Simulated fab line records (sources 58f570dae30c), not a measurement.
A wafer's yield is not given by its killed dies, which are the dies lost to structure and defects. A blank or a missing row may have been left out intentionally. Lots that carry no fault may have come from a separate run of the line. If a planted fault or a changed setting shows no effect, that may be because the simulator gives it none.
fab line records	flow berkeleyCmos170	part 2 of 2: steps 29 to 41 of 41
record lots=5	wafers=15	lastDay=10
route steps=331 shown ACTIVE@63 PFIELD@79 FIELD@89 SACOX@97 SCREENOX@100
lots untouched by any fault: they come from a run of this same line in which no faults occurred
startH: hours from the record's first day to the start of the lot's first wafer shown	waitH: hours since the lot's step before	" repeats the value in the row above	L1.1+2: one row covering several wafers at once	- no value, or no start given	* or withheld: withheld	< > ~ a bound
route shown NAME@n: NAME is a module with steps in the file, n the number in the route of the first one	usual: mean/standard deviation taken from wafers without a fault	same: alike in all rows	chamber/n: place in a boat	sites: the reading at each site	_std_site: how widely they spread, as a standard deviation	_edge_site: the outer-site mean with the inner-site mean subtracted	radiusMm: how far each site lies from the wafer's centre	mask NAME#n: copy n	behind: tool/chamber where the wafer was last shaped	hold: why the lot went on hold/how many hours it stayed there/how the hold came to an end	device: whichever transistor did not switch (one of n, p or np)	end of line: the tests these same wafers got at the end of their route	for a step that has no rows: nothing shown but its recipe	killed: dies that structure and defects cost at the first sort, which is not the same as the wafer's yield	map: a wafer's dies, x killed, . not, _ none there
set.NAME: the setting as run; set.NAME@STEP: as run at that earlier step	model.NAME: the simulator's own value behind a step, which no gauge read
lots seen at some steps along the route; tables by step, rows by wafer
services: the hour from which a tool's chamber was out of use, counted from the record's first day as startH (under 0 if before that day), plus the number of hours and why
## steps
# step UCB170_FIELD_THK_MEAS_02
# recipe reads=SiO2_of_FIELD_OXIDATION_01
# usual FIELD_OXIDE_THK=559/10
lot.wafer	tool	chamber	startH	waitH	FIELD_OXIDE_THK[nm]
L075.2	filmMetro-02	-	111.29	0.0	562
L075.4	"	-	"	"	569
L075.5	"	-	"	"	571
L077.3	filmMetro-01	-	117.53	0.0	538
L077.4	"	-	"	"	540
L077.6	"	-	"	"	540
L079.1	filmMetro-01	-	117.57	0.1	559
L079.4	"	-	"	"	564
L079.5	"	-	"	"	561
L085.2	filmMetro-02	-	164.75	0.0	567
L085.3	"	-	"	"	563
L085.5	"	-	"	"	571
L087.4	filmMetro-03	-	164.77	0.0	562
L087.5	"	-	"	"	567
L087.6	"	-	"	"	573
# step UCB170_FIELD_ANNEAL_03
# recipe tempC=1000	timeS=1200	ambient=N2
# usual spikeTcCentreC=1002.2/1
lot.wafer	tool	chamber	startH	waitH	spikeTcCentreC
L075.2	furnace-04	0	116.73	5.4	1003.8
L075.4	"	0	"	"	1000.5
L075.5	"	0	"	"	1002.3
L077.3	furnace-02	0	121.61	4.1	1000.8
L077.4	"	0	"	"	1003.1
L077.6	"	0	"	"	1004.5
L079.1	furnace-02	0	121.61	4.0	1003.7
L079.4	"	0	"	"	1001.7
L079.5	"	0	"	"	1002.3
L085.2	furnace-02	0	168.84	4.1	1002.5
L085.3	"	0	"	"	1003.3
L085.5	"	0	"	"	1000.5
L087.4	furnace-02	0	168.84	4.1	1002.6
L087.5	"	0	"	"	1003.6
L087.6	"	0	"	"	1001.5
# step UCB170_FIELD_WET_ETCH_04
# recipe chemistry=dHF	dilution=10:1	target=SiO2	tempC=25	timeS=60
lot.wafer	tool	chamber	startH	waitH
L075.2+4+5	wetBench-01	3	118.18	0.1
L077.3+4+6	wetBench-01	1	123.05	0.1
L079.1+4+5	wetBench-01	1	123.05	0.1
L085.2+3+5	wetBench-04	1	170.17	0.0
L087.4+5+6	wetBench-04	1	170.17	0.0
# step UCB170_FIELD_WET_ETCH_05
# recipe chemistry=H3PO4	target=Si3N4	tempC=160	timeS=12600
lot.wafer	tool	chamber	startH	waitH
L075.2+4+5	wetBench-01	3	118.21	0.0
L077.3+4+6	wetBench-01	2	123.09	0.0
L079.1+4+5	wetBench-01	1	123.09	0.0
L085.2+3+5	wetBench-02	3	170.20	0.0
L087.4+5+6	wetBench-02	0	170.20	0.0
# step UCB170_FIELD_WET_ETCH_06
# recipe chemistry=BOE	dilution=5:1	target=SiO2	tempC=25	timeS=22
lot.wafer	tool	chamber	startH	waitH
L075.2+4+5	wetBench-01	3	121.89	0.2
L077.3+4+6	wetBench-01	2	126.77	0.2
L079.1+4+5	wetBench-01	3	126.77	0.2
L085.2+3+5	wetBench-02	1	173.71	0.0
L087.4+5+6	wetBench-02	1	173.71	0.0
# step UCB170_FIELD_THK_MEAS_90
# recipe reads=SiO2_of_FIELD_OXIDATION_01
# usual FIELD_OXIDE_LEFT_1_THK=442/10
lot.wafer	tool	chamber	startH	waitH	FIELD_OXIDE_LEFT_1_THK[nm]
L075.2	filmMetro-02	-	121.92	0.0	446
L075.4	"	-	"	"	453
L075.5	"	-	"	"	455
L079.1	filmMetro-02	-	126.79	0.0	443
L079.4	"	-	"	"	448
L079.5	"	-	"	"	445
L077.3	filmMetro-03	-	126.81	0.0	422
L077.4	"	-	"	"	422
L077.6	"	-	"	"	423
L085.2	filmMetro-03	-	173.73	0.0	451
L085.3	"	-	"	"	446
L085.5	"	-	"	"	455
L087.4	filmMetro-02	-	173.75	0.0	446
L087.5	"	-	"	"	451
L087.6	"	-	"	"	456
# step UCB170_SACOX_CLEAN_00
# recipe chemistry=dHF	dilution=25:1	timeS=7.5
lot.wafer	tool	chamber	startH	waitH
L075.2+4+5	wetBench-01	3	121.97	0.0
L077.3+4+6	wetBench-01	1	127.44	0.6
L079.1+4+5	wetBench-01	3	127.44	0.6
L085.2+3+5	wetBench-01	2	173.78	0.0
L087.4+5+6	wetBench-01	2	173.78	0.0
# step UCB170_SACOX_OXIDATION_01
# recipe tempC=900	ambient=O2	targetThkA=144	oxTimeS=2400
# usual spikeTcCentreC=902.3/1
lot.wafer	tool	chamber	startH	waitH	spikeTcCentreC
L075.2	furnace-04	0	124.82	2.8	900.6
L075.4	"	0	"	"	900.8
L075.5	"	0	"	"	903.5
L077.3	furnace-01	0	132.28	4.8	902.0
L077.4	"	0	"	"	901.4
L077.6	"	0	"	"	902.4
L079.1	furnace-01	0	132.28	4.8	904.3
L079.4	"	0	"	"	901.6
L079.5	"	0	"	"	901.3
L085.2	furnace-02	0	175.47	1.7	903.1
L085.3	"	0	"	"	900.8
L085.5	"	0	"	"	901.9
L087.4	furnace-02	0	175.47	1.7	903.7
L087.5	"	0	"	"	900.9
L087.6	"	0	"	"	902.3
# step UCB170_SACOX_THK_MEAS_02
# recipe reads=SiO2_of_SACOX_OXIDATION_01
# usual SACOX_OXIDE_THK=14.40/0.24
lot.wafer	tool	chamber	startH	waitH	SACOX_OXIDE_THK[nm]
L075.2	filmMetro-04	-	126.49	0.0	14.43
L075.4	"	-	"	"	14.36
L075.5	"	-	"	"	14.13
L079.1	filmMetro-02	-	133.95	0.0	15.09
L079.4	"	-	"	"	14.54
L079.5	"	-	"	"	14.89
L077.3	filmMetro-04	-	133.97	0.0	14.45
L077.4	"	-	"	"	14.76
L077.6	"	-	"	"	14.53
L085.2	filmMetro-01	-	177.15	0.0	14.75
L085.3	"	-	"	"	14.48
L085.5	"	-	"	"	14.67
L087.4	filmMetro-02	-	177.17	0.0	14.28
L087.5	"	-	"	"	14.18
L087.6	"	-	"	"	14.27
# step UCB170_SCREENOX_WET_ETCH_00
# recipe chemistry=dHF	dilution=25:1	target=SiO2	tempC=25	timeS=200
lot.wafer	tool	chamber	startH	waitH
L075.2+4+5	wetBench-01	3	126.96	0.5
L077.3+4+6	wetBench-01	3	134.01	0.0
L079.1+4+5	wetBench-01	2	134.01	0.1
L085.2+3+5	wetBench-03	1	177.20	0.0
L087.4+5+6	wetBench-03	0	177.20	0.0
# step UCB170_SCREENOX_OXIDATION_01
# recipe tempC=900	ambient=O2	targetThkA=144	oxTimeS=2400
# usual spikeTcCentreC=902.1/1
lot.wafer	tool	chamber	startH	waitH	spikeTcCentreC
L075.2	furnace-04	0	130.68	3.7	901.9
L075.4	"	0	"	"	903.8
L075.5	"	0	"	"	902.8
L077.3	furnace-04	0	139.70	5.6	900.0
L077.4	"	0	"	"	899.3
L077.6	"	0	"	"	899.6
L079.1	furnace-04	0	139.70	5.6	903.4
L079.4	"	0	"	"	902.3
L079.5	"	0	"	"	903.3
L085.2	furnace-01	0	181.71	4.4	901.8
L085.3	"	0	"	"	901.9
L085.5	"	0	"	"	901.8
L087.4	furnace-01	0	181.71	4.4	902.4
L087.5	"	0	"	"	900.7
L087.6	"	0	"	"	901.6
# step UCB170_SCREENOX_THK_MEAS_02
# recipe reads=SiO2_of_SCREENOX_OXIDATION_01
# usual SCREENOX_OXIDE_THK=14.4/0.31
lot.wafer	tool	chamber	startH	waitH	SCREENOX_OXIDE_THK[nm]
L075.2	filmMetro-03	-	132.36	0.0	14.1
L075.4	"	-	"	"	14.3
L075.5	"	-	"	"	14.1
L077.3	filmMetro-04	-	141.39	0.0	14.7
L077.4	"	-	"	"	14.6
L077.6	"	-	"	"	15.0
L079.1	filmMetro-04	-	141.43	0.1	14.4
L079.4	"	-	"	"	14.3
L079.5	"	-	"	"	14.1
L085.2	filmMetro-04	-	183.39	0.0	14.2
L085.3	"	-	"	"	14.1
L085.5	"	-	"	"	14.0
L087.4	filmMetro-03	-	183.41	0.0	14.3
L087.5	"	-	"	"	14.6
L087.6	"	-	"	"	14.6
# step UCB170_SCREENOX_ANNEAL_03
# recipe tempC=900	timeS=900	ambient=N2
# usual spikeTcCentreC=902.4/1
lot.wafer	tool	chamber	startH	waitH	spikeTcCentreC
L075.2	furnace-01	0	138.30	5.9	903.0
L075.4	"	0	"	"	903.9
L075.5	"	0	"	"	902.5
L077.3	furnace-02	0	145.64	4.2	901.3
L077.4	"	0	"	"	903.3
L077.6	"	0	"	"	903.5
L079.1	furnace-02	0	145.64	4.2	902.2
L079.4	"	0	"	"	901.8
L079.5	"	0	"	"	901.7
L085.2	furnace-02	0	186.14	2.7	903.0
L085.3	"	0	"	"	903.0
L085.5	"	0	"	"	903.2
L087.4	furnace-02	0	186.14	2.7	901.8
L087.5	"	0	"	"	902.3
L087.6	"	0	"	"	900.9
## services
tool	chamber	startH	hours	kind
krfScanner-02	-	71.91	1.3	pm
krfScanner-01	-	73.21	1.3	pm
krfScanner-01	-	80.39	11.6	pm
furnace-04	-	84.56	2.2	pm
implanter-01	-	84.56	3.4	pm
krfScanner-02	-	93.35	0.7	repair
rieDiel-02	1	94.79	10.1	repair
krfScanner-02	0	100.67	-	calibration
plasmaAsher-03	-	108.75	9.0	pm
wetBench-01	-	112.60	2.9	repair
lpcvd-02	-	120.48	1.9	repair
krfScanner-02	-	127.09	0.4	repair
wetBench-03	-	134.20	36.4	pm
plasmaAsher-01	-	134.24	14.6	pm
krfScanner-01	-	142.88	1.0	pm
krfScanner-02	-	143.96	4.4	pm
krfScanner-01	-	148.41	-	calibration
furnace-02	-	153.59	3.6	pm
rieDiel-02	1	165.55	6.6	repair
wetBench-04	-	170.23	1.9	pm
krfScanner-02	-	171.09	1.0	pm
krfScanner-01	-	174.26	0.2	repair
plasmaAsher-02	-	180.40	4.5	repair
rieDiel-03	3	185.55	2.7	repair
